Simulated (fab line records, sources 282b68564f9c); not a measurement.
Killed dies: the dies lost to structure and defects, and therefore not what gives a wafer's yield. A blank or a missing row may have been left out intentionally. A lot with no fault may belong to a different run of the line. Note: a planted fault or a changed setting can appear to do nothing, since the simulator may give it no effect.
Problem report, 8D (eight disciplines) form, completed by code :: flow rit_cmos :: the parts of the form that need people (team, actions taken, sign-off) are left out

1. THE ISSUE
Across 9 wafers from 3 lots, GATE_OVL at RIT_GATE_OVL_MEAS_17 averages -151.9 nm, while fault-free wafers read -0.7 nm with a standard deviation of 1.3. So: -99 or more standard deviations from the usual mean.
First seen on wafer L988.2, day 5 01:33, on overlay-02. The record holds 45 wafers of 15 lots with a number at this step. The rule behind "out" and "out of limits": a value lying over 4 standard deviations away from the usual mean. All remaining wafers that have a number are taken as sound.

2. WHAT IT IS, AND WHAT IT ISN'T
question: which readings at this step
is: GATE_OVL
is not: -

question: which lots
is: L988, L991, L994
is not: L976, L977, L979, L980, L983, L984, L986, L989, L996, L997, L998, L999

question: which wafers of those lots
is: all that have a number
is not: -

question: read on which gauges
is: overlay-02
is not: overlay-01

question: when
is: from day 5 01:33
is not: up to then (21 sound wafers); but 15 sound wafers of L989, L996, L997, L998, L999 came after

3. THE SUSPECTS, EACH WITH WHAT RULES IT OUT
Counting: a tool at any process step up to the reading remains a suspect when it ran all the lots that are out and ran no sound lot after the first of those.
- the gauge at RIT_GATE_OVL_MEAS_17: kept. All the wafers that are out were read on overlay-02, and no step on other tools shows them out.
- iline_stepper-02 at RIT_GATE_EXPOSE_13 (exposes mask M6, target cd 150 nm): kept. It processed each lot that is out, first L988 at day 5 01:02, and no sound lot thereafter; up to then, the last sound lot it processed was L986 at day 4 17:36.
The count leaves overlay-02 at RIT_GATE_OVL_MEAS_17 and iline_stepper-02 at RIT_GATE_EXPOSE_13.

4. THE CAUSE (what the simulator had put in)
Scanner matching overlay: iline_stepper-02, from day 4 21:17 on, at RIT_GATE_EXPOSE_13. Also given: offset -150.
Of the 2 suspects that counting leaves, this tool is one.

5. THE EFFECT CHAIN, in route order
Rows list readings where the struck wafers' mean (over those with a number) sits beyond 3 standard deviations from the usual. Only readings for which the record gives a usual standard deviation are gone through. hours: the time from each lot's start at the first step in this table that gives one to its start at this step, as a median over the lots. sigmas: the change in usual standard deviations.
hours: 0
step: RIT_GATE_OVL_MEAS_17
reading: GATE_OVL
usual: -0.7 nm
on struck wafers: -151.9
change: -151.2
sigmas: -99 or more

6. WHAT WOULD HAVE CAUGHT IT SOONER
4 hours passed between the start of the fault at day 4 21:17 and the first reading out of limits at a measuring or inspecting step in this record, taken at day 5 01:33.
Tool readings at RIT_GATE_EXPOSE_13 with a usual standard deviation given in the record: none out on any struck wafer, hence no alarm at a limit of 4 standard deviations on them.
L991, L994, from the lots that are out (3), started RIT_GATE_EXPOSE_13 on iline_stepper-02 later than day 5 01:33. A hold on the tool at that time would have spared those 2.
